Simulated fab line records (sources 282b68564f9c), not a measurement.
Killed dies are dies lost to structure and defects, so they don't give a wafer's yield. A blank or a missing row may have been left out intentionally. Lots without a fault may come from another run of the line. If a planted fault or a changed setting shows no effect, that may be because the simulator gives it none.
fab line records	flow rit_cmos
[record] lots = 14	wafers = 42	last_day = 7
route steps=202 shown PRETRO@69 M1@198
lots untouched by any fault: they come from a run of this same line in which no faults occurred
start_h: hours from the record's first day to the start of the lot's first wafer shown	wait_h: time in hours since the lot's previous step	" identical to the entry in the row above	L1.1+2: a single row standing in for several wafers	- value missing, or start not given	* or withheld: withheld	< > ~ a bound
route shown NAME@n: NAME is a module with steps in the file, n the number in the route of the first one	usual: mean/standard deviation of fault-free wafers	same: alike in all rows	chamber/n: place in a boat	sites: the reading at each site	_std_site: their standard deviation	_edge_site: outer sites' mean less inner sites'	radius_mm: how far each site lies from the wafer's centre	mask NAME#n: copy n	behind: the last tool/chamber to shape the wafer	hold: reason for holding the lot/hours on hold/outcome of the hold	device: the n, p or np transistor that did not switch	end of line: the route-end tests of the same wafers	where a step has no rows: the recipe by itself	killed: count of dies lost to structure and defects at first sort (not the wafer's yield)	map: the dies of a wafer, with x for killed, . for not killed, _ for no die there
set.NAME: the setting that was run; set.NAME@STEP: the one run at that earlier step	model.NAME: the simulator's own value behind a step, which no gauge read
one table for each step of the route and one row for each wafer, over a sample of lots
services: a tool's chamber out of use, with start hour (start_h, from the record's first day; less than 0 if before it), hours out, and reason
[[steps]]
[step RIT_PRETRO_DEVELOP_05]
[recipe] resist = NOVOLAK	develop_time_s = 68	dev_temp_c = 23
[usual] developer_temp_C = 22.99/0.1
lot.wafer	tool	chamber	start_h	wait_h	developer_temp_C
L196.2	litho_track-02	0	30	-	22.98
L196.4	"	0	"	"	23.02
L196.5	"	0	"	"	23.02
L197.2	litho_track-01	0	36	-	22.88
L197.4	"	0	"	"	22.99
L197.5	"	0	"	"	23.06
L199.1	litho_track-01	0	46	-	23.09
L199.3	"	0	"	"	22.94
L199.4	"	0	"	"	22.98
L200.1	litho_track-02	0	50	-	22.99
L200.5	"	0	"	"	22.95
L200.6	"	0	"	"	22.88
L201.1	litho_track-01	0	55	-	22.96
L201.2	"	0	"	"	22.92
L201.5	"	0	"	"	22.97
L202.1	litho_track-02	0	60	-	22.95
L202.2	"	0	"	"	22.98
L202.3	"	0	"	"	22.93
L204.1	litho_track-03	0	70	-	22.99
L204.3	"	0	"	"	23.03
L204.5	"	0	"	"	23.01
L205.1	litho_track-02	0	76	-	23.15
L205.2	"	0	"	"	23.03
L205.3	"	0	"	"	22.91
L207.4	litho_track-02	0	87	-	24.05
L207.5	"	0	"	"	23.95
L207.6	"	0	"	"	23.95
L209.2	litho_track-01	0	97	-	23.07
L209.3	"	0	"	"	23.04
L209.5	"	0	"	"	23.14
L210.1	litho_track-02	0	102	-	24.15
L210.2	"	0	"	"	23.95
L210.5	"	0	"	"	24.04
L215.1	litho_track-01	0	131	-	23.12
L215.3	"	0	"	"	23.03
L215.5	"	0	"	"	23.11
L217.1	litho_track-03	0	139	-	22.93
L217.2	"	0	"	"	23.05
L217.4	"	0	"	"	23.04
L218.2	litho_track-01	0	144	-	23.13
L218.3	"	0	"	"	22.93
L218.6	"	0	145	-	22.97
[step RIT_PRETRO_STRIP_09]
[recipe] chemistry = O2	time_s = 180	resist = NOVOLAK	platen_temp_c = withheld	power_w = 500	pressure_mtorr = 4000	o2_flow_sccm = 4000
[usual] drypump_motor_current_A = 5.5/0.47
lot.wafer	tool	chamber	start_h	wait_h	drypump_motor_current_A	rf_hours_counter_h
L196.2	plasma_asher-02	1	31.06	0.1	5.1	40
L196.4	"	1	"	"	5.1	-
L196.5	"	0	"	"	5.5	-
L197.2	plasma_asher-03	0	36.70	0.1	6.2	26
L197.4	"	1	"	"	5.7	-
L197.5	"	1	"	"	5.8	-
L199.1	plasma_asher-04	0	46.92	0.1	5.1	40
L199.3	"	1	"	"	4.9	-
L199.4	"	0	"	"	5.1	-
L200.1	plasma_asher-03	0	51.41	0.1	6.1	27
L200.5	"	1	"	"	5.7	-
L200.6	"	0	"	"	6.2	-
L201.1	plasma_asher-04	0	56.07	0.1	5.1	41
L201.2	"	1	"	"	4.9	41
L201.5	"	1	"	"	4.9	-
L202.1	plasma_asher-03	0	61.27	0.1	6.2	28
L202.2	"	1	"	"	5.7	28
L202.3	"	1	"	"	5.7	-
L204.1	plasma_asher-03	1	71.51	0.1	5.7	29
L204.3	"	1	"	"	5.8	-
L204.5	"	0	"	"	6.2	-
L205.1	plasma_asher-04	1	77.47	0.1	4.9	44
L205.2	"	0	"	"	5.1	44
L205.3	"	0	"	"	5.1	-
L207.4	plasma_asher-04	0	87.94	0.1	5.0	-
L207.5	"	0	"	"	5.1	-
L207.6	"	1	"	"	4.9	-
L209.2	plasma_asher-04	0	97.99	0.1	5.1	46
L209.3	"	0	"	"	5.1	-
L209.5	"	1	"	"	5.0	-
L210.1	plasma_asher-02	1	103.14	0.1	5.1	47
L210.2	"	0	"	"	5.5	47
L210.5	"	0	"	"	5.5	-
L215.1	plasma_asher-03	0	132.31	0.1	6.1	35
L215.3	"	0	"	"	6.2	-
L215.5	"	1	"	"	5.7	-
L217.1	plasma_asher-03	0	140.05	0.1	6.1	36
L217.2	"	1	"	"	5.7	36
L217.4	"	0	"	"	6.1	-
L218.2	plasma_asher-04	0	145.51	0.1	5.0	50
L218.3	"	1	"	"	5.0	-
L218.6	"	0	"	"	5.1	-
[step RIT_M1_STRIP_14]
[recipe] chemistry = O2	time_s = 180	platen_temp_c = withheld	power_w = 500	pressure_mtorr = 4000	o2_flow_sccm = 4000
[usual] drypump_motor_current_A = 5.5/0.37
lot.wafer	tool	chamber	start_h	wait_h	drypump_motor_current_A	rf_hours_counter_h
L196.2	plasma_asher-03	0	54.37	0.0	6.1	27
L196.4	"	1	"	"	5.8	-
L196.5	"	0	"	"	6.2	-
L197.2	plasma_asher-04	0	59.62	0.0	5.0	42
L197.4	"	1	"	"	4.9	-
L197.5	"	1	"	"	4.9	-
L199.1	plasma_asher-01	0	70.17	0.0	5.5	41
L199.3	"	0	"	"	5.5	-
L199.4	"	1	"	"	5.5	-
L200.1	plasma_asher-03	0	74.49	0.0	6.2	29
L200.5	"	1	"	"	5.8	-
L200.6	"	0	"	"	6.2	-
L201.1	plasma_asher-04	0	79.39	0.0	5.0	44
L201.2	"	1	"	"	5.0	44
L201.5	"	0	"	"	5.1	-
L202.1	plasma_asher-04	1	85.65	0.0	4.9	44
L202.2	"	0	"	"	5.1	44
L202.3	"	0	"	"	5.0	-
L204.1	plasma_asher-03	0	96.14	0.0	6.1	32
L204.3	"	0	"	"	6.1	-
L204.5	"	1	"	"	5.8	-
L205.1	plasma_asher-01	0	101.69	0.0	5.5	44
L205.2	"	1	"	"	5.5	44
L205.3	"	1	"	"	5.5	-
L207.4	plasma_asher-04	1	112.33	0.1	4.9	-
L207.5	"	0	"	"	5.1	-
L207.6	"	1	"	"	4.9	-
L209.2	plasma_asher-01	0	126.15	0.0	5.5	1
L209.3	"	1	"	"	5.5	-
L209.5	"	0	"	"	5.5	-
L210.1	plasma_asher-04	0	130.92	0.0	5.1	49
L210.2	"	1	"	"	4.9	49
L210.5	"	0	"	"	5.1	-
L215.1	plasma_asher-01	1	160.90	0.0	5.5	5
L215.3	"	1	"	"	5.5	-
L215.5	"	1	"	"	5.5	-
L217.1	plasma_asher-01	0	167.30	0.0	5.5	5
L217.2	"	1	"	"	5.5	5
L217.4	"	1	"	"	5.5	-
L218.2	plasma_asher-04	1	171.99	0.0	5.0	53
L218.3	"	0	"	"	5.1	-
L218.6	"	1	"	"	5.0	-
[step RIT_M1_BOW_MEAS_16]
[recipe] mode = bow
[usual] M1_BOW = 17/7.5
lot.wafer	tool	chamber	start_h	wait_h	M1_BOW[um]
L196.2	film_metro-02	-	56.18	0.0	4
L196.4	"	-	"	"	8
L196.5	"	-	"	"	16
L197.2	film_metro-02	-	61.43	0.0	26
L197.4	"	-	"	"	32
L197.5	"	-	"	"	19
L199.1	film_metro-02	-	73.55	0.0	18
L199.3	"	-	"	"	5
L199.4	"	-	"	"	15
L200.1	film_metro-01	-	76.37	0.0	25
L200.5	"	-	"	"	20
L200.6	"	-	"	"	31
L201.1	film_metro-04	-	81.19	0.0	21
L201.2	"	-	"	"	20
L201.5	"	-	"	"	10
L202.1	film_metro-02	-	88.55	0.0	22
L202.2	"	-	"	"	25
L202.3	"	-	"	"	14
L204.1	film_metro-02	-	100.07	0.0	27
L204.3	"	-	"	"	12
L204.5	"	-	"	"	23
L205.1	film_metro-02	-	106.84	0.0	31
L205.2	"	-	"	"	14
L205.3	"	-	"	"	28
L207.4	film_metro-04	-	114.35	0.1	23
L207.5	"	-	"	"	19
L207.6	"	-	"	"	24
L209.2	film_metro-02	-	128.57	0.0	8
L209.3	"	-	"	"	38
L209.5	"	-	"	"	14
L210.1	film_metro-04	-	135.39	0.0	10
L210.2	"	-	"	"	16
L210.5	"	-	"	"	23
L215.1	film_metro-04	-	163.55	0.0	14
L215.3	"	-	"	"	36
L215.5	"	-	"	"	32
L217.1	film_metro-04	-	169.87	0.0	27
L217.2	"	-	"	"	7
L217.4	"	-	"	"	18
L218.2	film_metro-01	-	173.81	0.0	8
L218.3	"	-	"	"	16
L218.6	"	-	"	"	19
[step RIT_M1_PROBE_99]
[usual] killed_at_contacts = 0.1/0.31	killed_at_front_end = 7.1/2.8	killed_dies = 7.2/2.8	killed_open = 3.5/2	killed_short = 3.7/1.9
[same] gross_dies = 264	killed_at_M0_to_M3 = 0	killed_at_M4_up = 0	killed_at_back_side = 0	killed_at_other = 0
lot.wafer	tool	chamber	start_h	wait_h	killed_at_contacts	killed_at_front_end	killed_dies	killed_open	killed_short
L196.2	prober-01	-	56.33	0.1	0	11	11	7	4
L196.4	prober-01	-	56.43	0.2	0	4	4	0	4
L196.5	prober-01	-	56.48	0.2	0	3	3	1	2
L197.2	prober-02	-	61.58	0.1	0	11	11	4	7
L197.4	prober-02	-	61.68	0.2	0	6	6	3	3
L197.5	prober-02	-	61.73	0.2	0	7	7	3	4
L199.1	prober-02	-	73.67	0.1	0	4	4	2	2
L199.3	prober-02	-	73.77	0.2	0	9	9	2	7
L199.4	prober-02	-	73.82	0.2	0	8	8	4	4
L200.1	prober-01	-	76.49	0.1	1	8	9	4	5
L200.5	prober-01	-	76.69	0.2	1	15	16	6	10
L200.6	prober-01	-	76.74	0.2	0	10	10	4	6
L201.1	prober-02	-	81.31	0.1	0	8	8	4	4
L201.2	prober-02	-	81.36	0.1	0	6	6	2	4
L201.5	prober-02	-	81.51	0.2	0	5	5	5	0
L202.1	prober-01	-	88.67	0.1	0	5	5	3	2
L202.2	prober-01	-	88.72	0.1	0	9	9	6	3
L202.3	prober-01	-	88.77	0.2	0	5	5	1	4
L204.1	prober-01	-	100.19	0.1	0	4	4	2	2
L204.3	prober-01	-	100.29	0.2	0	7	7	3	4
L204.5	prober-01	-	100.39	0.2	0	6	6	3	3
L205.1	prober-02	-	106.96	0.1	1	6	7	5	2
L205.2	prober-02	-	107.01	0.1	0	5	5	0	5
L205.3	prober-02	-	107.06	0.2	0	6	6	4	2
L207.4	prober-02	-	114.56	0.2	0	5	5	4	0
L207.5	prober-02	-	114.61	0.2	1	7	8	1	5
L207.6	prober-02	-	114.66	0.2	0	8	8	3	5
L209.2	prober-02	-	128.72	0.1	0	7	7	4	3
L209.3	prober-02	-	128.77	0.2	1	10	11	10	1
L209.5	prober-02	-	128.87	0.2	0	2	2	1	1
L210.1	prober-01	-	135.51	0.1	0	7	7	4	3
L210.2	prober-01	-	135.56	0.1	0	4	4	3	1
L210.5	prober-01	-	135.71	0.2	0	10	10	7	3
L215.1	prober-02	-	163.67	0.1	0	10	10	4	6
L215.3	prober-02	-	163.77	0.2	0	8	8	4	4
L215.5	prober-02	-	163.87	0.2	0	11	11	7	4
L217.1	prober-02	-	169.99	0.1	0	6	6	2	4
L217.2	prober-02	-	170.04	0.1	0	10	10	3	7
L217.4	prober-02	-	170.14	0.2	0	5	5	2	3
L218.2	prober-01	-	173.96	0.1	0	8	8	3	5
L218.3	prober-01	-	174.01	0.2	0	12	12	6	6
L218.6	prober-01	-	174.16	0.2	0	11	11	5	6
// killed by level:class
L196.2 GATE:geometric_particle:open=5 GATE:geometric_particle:short=3 SPACER:geometric_particle:open=1 SILICIDE:geometric_particle:open=1 SILICIDE:geometric_particle:short=1
L196.4 GATE:geometric_particle:short=2 FOX1:geometric_particle:short=1 SPACER:geometric_particle:short=1
L196.5 GATE:geometric_particle:short=1 GATE:geometric_particle:open=1 SPACER:geometric_particle:short=1
L197.2 GATE:geometric_particle:open=3 GATE:geometric_particle:short=3 FOX1:geometric_particle:short=1 REOX:geometric_particle:short=1 SPACER:geometric_particle:short=1 SPACER:geometric_particle:open=1 SILICIDE:geometric_particle:short=1
L197.4 FOX2:geometric_particle:short=1 FOX2:geometric_particle:open=1 GATE:geometric_particle:open=1 GATE:geometric_particle:short=1 SPACER:geometric_particle:short=1 SPACER:geometric_particle:open=1
L197.5 GATE:geometric_particle:open=2 FOX1:geometric_particle:short=1 GATE:geometric_particle:short=1 REOX:geometric_particle:short=1 SILICIDE:geometric_particle:open=1 SILICIDE:geometric_particle:short=1
L199.1 SPACER:geometric_particle:open=1 FOX1:geometric_particle:short=1 FOX1:geometric_particle:open=1 SPACER:geometric_particle:short=1
L199.3 SPACER:geometric_particle:short=4 FOX1:geometric_particle:short=1 GATE:geometric_particle:open=1 GATE:geometric_particle:short=1 REOX:geometric_particle:short=1 SPACER:geometric_particle:open=1
L199.4 FOX1:geometric_particle:short=2 GATE:geometric_particle:open=2 SILICIDE:geometric_particle:short=2 FOX1:geometric_particle:open=1 SPACER:geometric_particle:open=1
L200.1 GATE:geometric_particle:open=3 FOX1:geometric_particle:open=1 FOX2:geometric_particle:short=1 GATE:geometric_particle:short=1 SPACER:geometric_particle:short=1 SILICIDE:geometric_particle:short=1 CONTACT:geometric_particle:short=1
L200.5 GATE:geometric_particle:short=4 SILICIDE:geometric_particle:short=4 GATE:geometric_particle:open=2 SPACER:geometric_particle:short=2 SILICIDE:geometric_particle:open=2 REOX:geometric_particle:open=1 CONTACT:geometric_particle:open=1
L200.6 FOX1:geometric_particle:short=2 GATE:geometric_particle:short=2 SPACER:geometric_particle:short=2 SPACER:geometric_particle:open=2 REOX:geometric_particle:open=1 SILICIDE:geometric_particle:open=1
L201.1 GATE:geometric_particle:short=2 REOX:geometric_particle:open=2 FOX1:geometric_particle:open=1 FOX1:geometric_particle:short=1 GATE:geometric_particle:open=1 REOX:geometric_particle:short=1
L201.2 FOX1:geometric_particle:open=1 FOX1:geometric_particle:short=1 GATE:geometric_particle:short=1 GATE:geometric_particle:open=1 REOX:geometric_particle:short=1 SPACER:geometric_particle:short=1
L201.5 SILICIDE:geometric_particle:open=2 FOX1:geometric_particle:open=1 GATE:geometric_particle:open=1 REOX:geometric_particle:open=1
L202.1 GATE:geometric_particle:open=2 FOX1:geometric_particle:short=1 FOX1:geometric_particle:open=1 GATE:geometric_particle:short=1
L202.2 GATE:geometric_particle:short=3 FOX1:geometric_particle:open=2 GATE:geometric_particle:open=2 FOX2:geometric_particle:open=1 REOX:geometric_particle:open=1
L202.3 GATE:geometric_particle:short=3 GATE:geometric_particle:open=1 SPACER:geometric_particle:short=1
L204.1 GATE:geometric_particle:short=1 GATE:geometric_particle:open=1 SPACER:geometric_particle:short=1 SILICIDE:geometric_particle:open=1
L204.3 GATE:geometric_particle:short=3 GATE:geometric_particle:open=1 SPACER:geometric_particle:open=1 SILICIDE:geometric_particle:short=1 SILICIDE:geometric_particle:open=1
L204.5 GATE:geometric_particle:short=2 FOX1:geometric_particle:open=1 FOX1:geometric_particle:short=1 GATE:geometric_particle:open=1 SPACER:geometric_particle:open=1
L205.1 FOX1:geometric_particle:open=1 FOX2:geometric_particle:open=1 GATE:geometric_particle:open=1 GATE:geometric_particle:short=1 SILICIDE:geometric_particle:open=1 SILICIDE:geometric_particle:short=1 CONTACT:geometric_particle:open=1
L205.2 GATE:geometric_particle:short=2 REOX:geometric_particle:short=1 SPACER:geometric_particle:short=1 SILICIDE:geometric_particle:short=1
L205.3 GATE:geometric_particle:open=3 FOX2:geometric_particle:open=1 GATE:geometric_particle:short=1 REOX:geometric_particle:short=1
L207.4 FOX1:geometric_particle:open=1 GATE:geometric_particle:open=1 REOX:geometric_particle:open=1 SILICIDE:geometric_particle:open=1 PRETRO:coat_microbubble_printed=1
L207.5 GATE:geometric_particle:short=3 REOX:geometric_particle:short=2 GATE:geometric_particle:open=1 PRETRO:coat_microbubble_printed=1 CONTACT:coat_microbubble_printed=1
L207.6 FOX1:geometric_particle:short=2 FOX1:geometric_particle:open=1 FOX2:geometric_particle:short=1 GATE:geometric_particle:short=1 GATE:geometric_particle:open=1 REOX:geometric_particle:open=1 SPACER:geometric_particle:short=1
L209.2 GATE:geometric_particle:open=2 FOX1:geometric_particle:open=1 FOX1:geometric_particle:short=1 FOX2:geometric_particle:short=1 GATE:geometric_particle:short=1 SPACER:geometric_particle:open=1
L209.3 FOX1:geometric_particle:open=6 FOX2:geometric_particle:open=1 GATE:geometric_particle:open=1 REOX:geometric_particle:short=1 SILICIDE:geometric_particle:open=1 CONTACT:geometric_particle:open=1
L209.5 FOX1:geometric_particle:open=1 REOX:geometric_particle:short=1
L210.1 GATE:geometric_particle:open=3 GATE:geometric_particle:short=3 SILICIDE:geometric_particle:open=1
L210.2 SPACER:geometric_particle:open=2 FOX1:geometric_particle:open=1 FOX2:geometric_particle:short=1
L210.5 GATE:geometric_particle:open=4 GATE:geometric_particle:short=2 REOX:geometric_particle:open=1 SPACER:geometric_particle:open=1 SILICIDE:geometric_particle:short=1 SILICIDE:geometric_particle:open=1
L215.1 FOX2:geometric_particle:open=2 GATE:geometric_particle:short=2 GATE:geometric_particle:open=2 REOX:geometric_particle:short=2 FOX2:geometric_particle:short=1 SILICIDE:geometric_particle:short=1
L215.3 REOX:geometric_particle:short=2 SPACER:geometric_particle:short=2 SILICIDE:geometric_particle:open=2 GATE:geometric_particle:open=1 SPACER:geometric_particle:open=1
L215.5 REOX:geometric_particle:open=3 FOX2:geometric_particle:open=2 GATE:geometric_particle:short=2 GATE:geometric_particle:open=1 REOX:geometric_particle:short=1 SILICIDE:geometric_particle:short=1 SILICIDE:geometric_particle:open=1
L217.1 GATE:geometric_particle:short=2 FOX2:geometric_particle:short=1 SPACER:geometric_particle:open=1 SILICIDE:geometric_particle:short=1 SILICIDE:geometric_particle:open=1
L217.2 GATE:geometric_particle:short=4 FOX2:geometric_particle:short=1 FOX2:geometric_particle:open=1 GATE:geometric_particle:open=1 REOX:geometric_particle:short=1 SPACER:geometric_particle:short=1 SILICIDE:geometric_particle:open=1
L217.4 FOX2:geometric_particle:short=1 GATE:geometric_particle:short=1 SPACER:geometric_particle:open=1 SILICIDE:geometric_particle:short=1 SILICIDE:geometric_particle:open=1
L218.2 GATE:geometric_particle:short=3 GATE:geometric_particle:open=2 SPACER:geometric_particle:short=1 SILICIDE:geometric_particle:short=1 SILICIDE:geometric_particle:open=1
L218.3 SPACER:geometric_particle:open=3 GATE:geometric_particle:open=2 SPACER:geometric_particle:short=2 SILICIDE:geometric_particle:short=2 GATE:geometric_particle:short=1 REOX:geometric_particle:short=1 REOX:geometric_particle:open=1
L218.6 GATE:geometric_particle:short=4 GATE:geometric_particle:open=3 SPACER:geometric_particle:short=2 SPACER:geometric_particle:open=2
[[services]]
tool	chamber	start_h	hours	kind
plasma_asher-01	-	87.05	0.5	repair
plasma_asher-01	-	108.75	9.0	pm
plasma_asher-01	0	108.75	9.0	vent_cycle
plasma_asher-01	1	108.75	9.0	vent_cycle
plasma_asher-01	0	117.75	-	clean
plasma_asher-01	1	117.75	-	clean
plasma_asher-02	-	119.68	1.4	repair
plasma_asher-02	-	162.83	0.7	repair
[[key]]
[first_sign] step = RIT_PRETRO_DEVELOP_05	reading = developer_temp_C	direction = up	sigmas = 9.9	usual = *	struck = *
effect none on later readings
met_at RIT_PRETRO_DEVELOP_05
struck_lots L207,L210
tester_left_out L207,L210
not_acting_at RIT_PRETRO_STRIP_09,RIT_M1_STRIP_14,RIT_M1_BOW_MEAS_16
onset_between 76 87
[fault] kind = process_parameter_drift	tool = litho_track-02	chamber = -	onset_h = 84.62	steps = RIT_PRETRO_DEVELOP_05	channel = dev_temp_c	offset = *	shape = step	end_h = 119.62	acts_in = *	stated = *
// tester_left_out: of these lots the tester's yield and bins aren't shown, on N5 and GAA mostly nor the transistor test; their killed dies are dies lost to structure and defects alone, not to doping, threshold or leakage, so they don't give the yield
